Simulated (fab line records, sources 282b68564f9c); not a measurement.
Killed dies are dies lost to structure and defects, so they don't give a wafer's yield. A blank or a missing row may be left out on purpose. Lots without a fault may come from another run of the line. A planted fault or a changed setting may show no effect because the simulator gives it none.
fab line records | flow rit_cmos
record lots=7 wafers=21 last_day=7
route steps=202 shown ACTIVE@19 FOX1@20 FOX2@23 NWELL@28 M1@202
lots that met no fault: from a run of the same line without faults
start_h: hours from the record's first day to the start of the lot's first wafer shown | wait_h: hours since the lot's step before | " the same as in the row above | L1.1+2: a row that stands for several wafers | - no value, or no start given | * or withheld: withheld | < > ~ a bound
route shown NAME@n: a module of which the file shows steps, and the number in the route of the first | usual: mean/standard deviation of fault-free wafers | same: alike in all rows | chamber/n: place in a boat | sites: the reading at each site | _std_site: their standard deviation | _edge_site: outer sites' mean less inner sites' | radius_mm: how far each site lies from the wafer's centre | mask NAME#n: copy n | behind: the tool/chamber that last shaped the wafer | hold: why the lot was held/for how many hours/how that ended | device: the transistor (n, p or np) that didn't switch | end of line: the same wafers' tests at the end of the route | a step without rows: its recipe alone | killed: dies lost to structure and defects at the first sort, not the wafer's yield | map: a wafer's dies, x killed, . not, _ none there
set.NAME: the setting as run; set.NAME@STEP: as run at that earlier step | model.NAME: the simulator's own value behind a step, which no gauge read
lots at some steps of the route; a table a step, a row a wafer
services: from which hour (start_h, from the record's first day; less than 0 if before it) a tool's chamber was out of use, for how many hours, and why
## steps
# step RIT_ACTIVE_CLEAN_17
# recipe chemistry=SC2 mix=3:3:50 time_s=600 temp_c=75 dry=n2_spin
# step RIT_FOX1_OXIDATION_00
# recipe temp_c=1100 ambient=H2O target_thk_a=3507 p_h2o_torr=720 ox_time_s=1130
# step RIT_FOX1_THK_MEAS_01
# recipe reads=SiO2_of_FOX1_OXIDATION_00
# usual FOX1_OXIDE_THK=350/7.1
# columns lot.wafer tool chamber start_h wait_h FOX1_OXIDE_THK[nm]
L321.1 film_metro-04 - 25.30 0.0 369
L321.3 " - " " 367
L321.5 " - " " 368
L325.3 film_metro-01 - 43.39 0.0 351
L325.5 " - " " 344
L325.6 " - " " 346
L328.1 film_metro-04 - 60.28 0.0 353
L328.2 " - " " 347
L328.6 " - " " 348
L330.2 film_metro-03 - 69.35 0.0 355
L330.4 " - " " 350
L330.5 " - " " 348
L331.1 film_metro-01 - 77.82 0.0 358
L331.4 " - " " 351
L331.5 " - " " 356
L339.4 film_metro-03 - 112.80 0.0 349
L339.5 " - " " 349
L339.6 " - " " 354
L340.3 film_metro-04 - 119.13 0.0 355
L340.4 " - " " 356
L340.5 " - " " 353
# step RIT_FOX1_WET_ETCH_02
# recipe chemistry=BOE target_depth_nm=350 time_s=390 temp_c=21.5 dry=n2_spin dilution=10:1 target=SiO2
# step RIT_FOX2_OXIDATION_00
# recipe temp_c=1100 ambient=H2O target_thk_a=3507 p_h2o_torr=720 ox_time_s=1130
# step RIT_FOX2_THK_MEAS_01
# recipe reads=SiO2_of_FOX2_OXIDATION_00
# usual FOX2_OXIDE_THK=347/5.9
# columns lot.wafer tool chamber start_h wait_h FOX2_OXIDE_THK[nm]
L321.1 film_metro-02 - 28.61 0.0 351
L321.3 " - " " 345
L321.5 " - " " 349
L325.3 film_metro-02 - 45.78 0.0 357
L325.5 " - " " 349
L325.6 " - " " 347
L328.1 film_metro-03 - 63.11 0.0 343
L328.2 " - " " 349
L328.6 " - " " 355
L330.2 film_metro-02 - 72.59 0.0 344
L330.4 " - " " 347
L330.5 " - " " 343
L331.1 film_metro-02 - 79.31 0.0 347
L331.4 " - " " 337
L331.5 " - " " 339
L339.4 film_metro-02 - 114.31 0.0 344
L339.5 " - " " 346
L339.6 " - " " 351
L340.3 film_metro-02 - 120.83 0.0 342
L340.4 " - " " 346
L340.5 " - " " 347
# step RIT_FOX2_CLEAN_02
# recipe chemistry=dHF dilution=50:1 time_s=180
# step RIT_FOX2_WET_ETCH_03
# recipe chemistry=H3PO4 target=Si3N4 target_depth_nm=195 temp_c=165 time_s=2700
# step RIT_FOX2_THK_MEAS_90
# recipe reads=SiO2_of_FOX2_OXIDATION_00
# usual FIELD_OXIDE_LEFT_1_THK=319/5.8
# columns lot.wafer tool chamber start_h wait_h FIELD_OXIDE_LEFT_1_THK[nm]
L321.1 film_metro-03 - 29.49 0.0 323
L321.3 " - " " 318
L321.5 " - " " 321
L325.3 film_metro-03 - 46.65 0.0 329
L325.5 " - " " 321
L325.6 " - " " 319
L328.1 film_metro-02 - 63.99 0.0 316
L328.2 " - " " 321
L328.6 " - " " 327
L330.2 film_metro-03 - 73.54 0.0 317
L330.4 " - " " 320
L330.5 " - " " 316
L331.1 film_metro-02 - 80.20 0.0 320
L331.4 " - " " 310
L331.5 " - " " 312
L339.4 film_metro-02 - 115.26 0.0 317
L339.5 " - " " 319
L339.6 " - " " 324
L340.3 film_metro-04 - 121.78 0.0 315
L340.4 " - " " 319
L340.5 " - " " 320
# step RIT_NWELL_HMDS_00
# recipe prime_time_s=60 prime_temp_c=140
# step RIT_NWELL_COAT_01
# recipe resist=NOVOLAK spin_rpm=2000 resist_thk_nm=1300
# step RIT_NWELL_SOFTBAKE_02
# recipe resist=NOVOLAK temp_c=90 time_s=60
# step RIT_NWELL_EXPOSE_03
# recipe mask_id=M2 na=0.57 target_cd_nm=43900 dose_mj=250
# usual reticle_temp_C=22.99/0.1
# columns lot.wafer tool chamber start_h wait_h mask reticle_temp_C model.NWELL.overlay_x_nm
L321.1 iline_stepper-02 0 30.00 0.1 M2#0 22.99 0.1093
L321.3 " 0 " " M2#0 22.89 0.1093
L321.5 " 0 " " M2#0 22.96 0.1093
L325.3 iline_stepper-02 0 47.40 0.3 M2#0 22.91 0.9393
L325.5 " 0 " " M2#0 23.15 0.9393
L325.6 " 0 " " M2#0 23.07 0.9393
L328.1 iline_stepper-02 0 64.62 0.2 M2#0 22.85 -180.7
L328.2 " 0 " " M2#0 22.79 -180.7
L328.6 " 0 " " M2#0 22.93 -180.7
L330.2 iline_stepper-02 0 74.07 0.1 M2#0 23.13 -179.6
L330.4 " 0 " " M2#0 23.01 -179.6
L330.5 " 0 " " M2#0 22.98 -179.6
L331.1 iline_stepper-02 0 80.83 0.2 M2#0 23.01 -179.1
L331.4 " 0 " " M2#0 22.98 -179.1
L331.5 " 0 " " M2#0 22.94 -179.1
L339.4 iline_stepper-01 0 115.80 0.1 M2#0 23.06 -0.4273
L339.5 " 0 " " M2#0 23.04 -0.4273
L339.6 " 0 " " M2#0 22.98 -0.4273
L340.3 iline_stepper-01 0 122.31 0.1 M2#0 23.05 -0.8474
L340.4 " 0 " " M2#0 23.07 -0.8474
L340.5 " 0 " " M2#0 22.95 -0.8474
# step RIT_NWELL_PEB_04
# recipe resist=NOVOLAK temp_c=withheld time_s=withheld
# step RIT_NWELL_DEVELOP_05
# recipe resist=NOVOLAK develop_time_s=68 dev_temp_c=23
# step RIT_NWELL_OVL_MEAS_06
# usual NWELL_OVL=-0.4/1.4
# columns lot.wafer tool chamber start_h wait_h hold NWELL_OVL[nm]
L321.1 overlay-02 - 30.43 - - -1.4
L321.3 " - " " - -1.4
L321.5 " - " " - -3.1
L325.3 overlay-01 - 47.81 - - -0.3
L325.5 " - " " - -2.6
L325.6 " - " " - -0.9
L328.1 overlay-02 - 65.05 - await_dispo/0.2h/release -182.9
L328.2 " - " " await_dispo/0.2h/release -180.1
L328.6 " - " " await_dispo/0.2h/release -181.1
L328.1 overlay-02 - 65.26 0.2 - -181.9
L328.2 " - " " - -179.2
L328.6 " - " " - -180.1
L330.2 overlay-01 - 74.49 - await_dispo/0.2h/release -181.3
L330.4 " - " " await_dispo/0.2h/release -180.8
L330.5 " - " " await_dispo/0.2h/release -182.2
L330.2 overlay-01 - 74.69 0.2 - -181.3
L330.4 " - " " - -179.7
L330.5 " - " " - -181.4
L331.1 overlay-02 - 81.26 - await_dispo/0.2h/release -179.1
L331.4 " - " " await_dispo/0.2h/release -179.5
L331.5 " - " " await_dispo/0.2h/release -180.1
L331.1 overlay-02 - 81.46 0.2 - -178.9
L331.4 " - " " - -178.7
L331.5 " - " " - -179.4
L339.4 overlay-02 - 116.19 - - -0.6
L339.5 " - " " - 0.3
L339.6 " - " " - 0.4
L340.3 overlay-02 - 122.71 - - -1.2
L340.4 " - " " - -3.9
L340.5 " - " " - -1.6
# step RIT_M1_PROBE_99
# usual defect_limited_yield=97.5/1.2 killed_at_contacts=0.1/0.32 killed_at_front_end=6/3.1 killed_dies=7/3.2 killed_on_rim=1.7/1.4 killed_open=3.1/1.9 killed_short=3.5/2.2 sort_bin_3_pad_short=0.2/0.24 sort_bin_5_function=1.5/0.86 sort_bin_6_memory=0.9/0.59 sort_n_pass=257/3.2 sort_yield_pct=97.5/1.2
# same gross_dies=264 killed_at_M0_to_M3=0 killed_at_M4_up=0 killed_at_back_side=0 killed_at_other=0
# columns lot.wafer tool chamber start_h wait_h defect_limited_yield[%] killed_at_contacts killed_at_front_end killed_dies killed_on_rim killed_open killed_short sort_bin_3_pad_short[%] sort_bin_5_function[%] sort_bin_6_memory[%] sort_n_pass sort_yield_pct[%]
L321.1 prober-02 - 69.25 0.1 96.2 0 10 10 3 4 6 0.8 1.5 1.5 254 96.2
L321.3 prober-02 - 69.35 0.2 97.7 0 6 6 3 3 3 0 1.5 0.8 258 97.7
L321.5 prober-02 - 69.45 0.2 98.1 0 5 5 2 3 2 0 1.1 0.8 259 98.1
L325.3 prober-01 - 94.66 0.2 95.5 0 12 12 2 2 10 0.4 2.3 1.9 252 95.5
L325.5 prober-01 - 94.76 0.2 97.7 1 5 6 3 2 4 0.4 1.1 0.8 258 97.7
L325.6 prober-01 - 94.81 0.2 97.3 0 7 7 3 2 5 0.4 1.1 1.1 257 97.3
L339.4 prober-01 - 161.91 0.2 98.5 0 4 4 0 1 3 0 0.8 0.8 260 98.5
L339.5 prober-01 - 161.96 0.2 97.7 0 6 6 1 3 3 0 1.5 0.8 258 97.7
L339.6 prober-01 - 162.01 0.2 97.0 1 7 8 1 3 5 0 2.3 0.8 256 97.0
L340.3 prober-02 - 164.92 0.2 96.6 1 8 9 2 4 5 0.4 1.1 1.9 255 96.6
L340.4 prober-02 - 164.97 0.2 96.2 1 9 10 4 3 7 0 2.7 1.1 254 96.2
L340.5 prober-02 - 165.02 0.2 98.1 0 5 5 2 2 3 0 1.1 0.8 259 98.1
# killed by level:class
L321.1 FOX1:geometric_particle:short=2 REOX:geometric_particle:short=2 FOX2:geometric_particle:open=1 GATE:geometric_particle:short=1 GATE:geometric_particle:open=1 SPACER:geometric_particle:open=1 SILICIDE:geometric_particle:short=1 SILICIDE:geometric_particle:open=1
L321.3 FOX1:geometric_particle:open=2 SPACER:geometric_particle:short=2 FOX2:geometric_particle:open=1 FOX2:geometric_particle:short=1
L321.5 ACTIVE:geometric_particle:open=1 FOX2:geometric_particle:short=1 GATE:geometric_particle:open=1 SPACER:geometric_particle:short=1 SPACER:geometric_particle:open=1
L325.3 REOX:geometric_particle:short=6 SPACER:geometric_particle:short=2 FOX2:geometric_particle:short=1 GATE:geometric_particle:short=1 GATE:geometric_particle:open=1 REOX:geometric_particle:open=1
L325.5 SILICIDE:geometric_particle:short=2 GATE:geometric_particle:open=1 GATE:geometric_particle:short=1 SPACER:geometric_particle:open=1 CONTACT:geometric_particle:short=1
L325.6 GATE:geometric_particle:short=2 REOX:geometric_particle:short=2 FOX2:geometric_particle:short=1 GATE:geometric_particle:open=1 REOX:geometric_particle:open=1
L339.4 ACTIVE:geometric_particle:open=1 FOX1:geometric_particle:short=1 GATE:geometric_particle:short=1 REOX:geometric_particle:short=1
L339.5 FOX1:geometric_particle:open=1 GATE:geometric_particle:open=1 REOX:geometric_particle:short=1 SPACER:geometric_particle:short=1 SPACER:geometric_particle:open=1 SILICIDE:geometric_particle:short=1
L339.6 SPACER:geometric_particle:short=2 ACTIVE:geometric_particle:short=1 GATE:geometric_particle:open=1 GATE:geometric_particle:short=1 SPACER:geometric_particle:open=1 SILICIDE:geometric_particle:open=1 CONTACT:geometric_particle:short=1
L340.3 GATE:geometric_particle:short=4 FOX1:geometric_particle:open=1 GATE:geometric_particle:open=1 SPACER:geometric_particle:open=1 SPACER:geometric_particle:short=1 CONTACT:geometric_particle:open=1
L340.4 FOX1:geometric_particle:short=2 FOX2:geometric_particle:short=2 GATE:geometric_particle:short=2 GATE:geometric_particle:open=2 SPACER:geometric_particle:open=1 CONTACT:geometric_particle:short=1
L340.5 GATE:geometric_particle:short=3 GATE:geometric_particle:open=1 SPACER:geometric_particle:open=1
## services
# columns tool chamber start_h hours kind
iline_stepper-02 0 6.26 - calibration
iline_stepper-01 - 77.36 6.5 repair
iline_stepper-01 0 99.70 - calibration
iline_stepper-01 - 107.67 1.7 pm
## key
first_sign step=RIT_NWELL_OVL_MEAS_06 reading=visit direction=added
effect step=RIT_NWELL_OVL_MEAS_06 reading=NWELL_OVL direction=down sigmas=99+ usual=-0.4 struck=-180.8
model_effect step=RIT_NWELL_EXPOSE_03 value=NWELL.overlay_x_nm without=0.21 struck=-179.8
met_at RIT_NWELL_EXPOSE_03
struck_wafers L328.1,L328.2,L328.6,L330.2,L330.4,L330.5,L331.1,L331.4,L331.5
scrapped_behind RIT_NWELL_OVL_MEAS_06 L328.1,L328.2,L328.6,L330.2,L330.4,L330.5,L331.1,L331.4,L331.5
onset_between 47.40 64.62
fault kind=scanner_matching_overlay tool=iline_stepper-02 chamber=- onset_h=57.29 steps=RIT_NWELL_EXPOSE_03 offset=-180
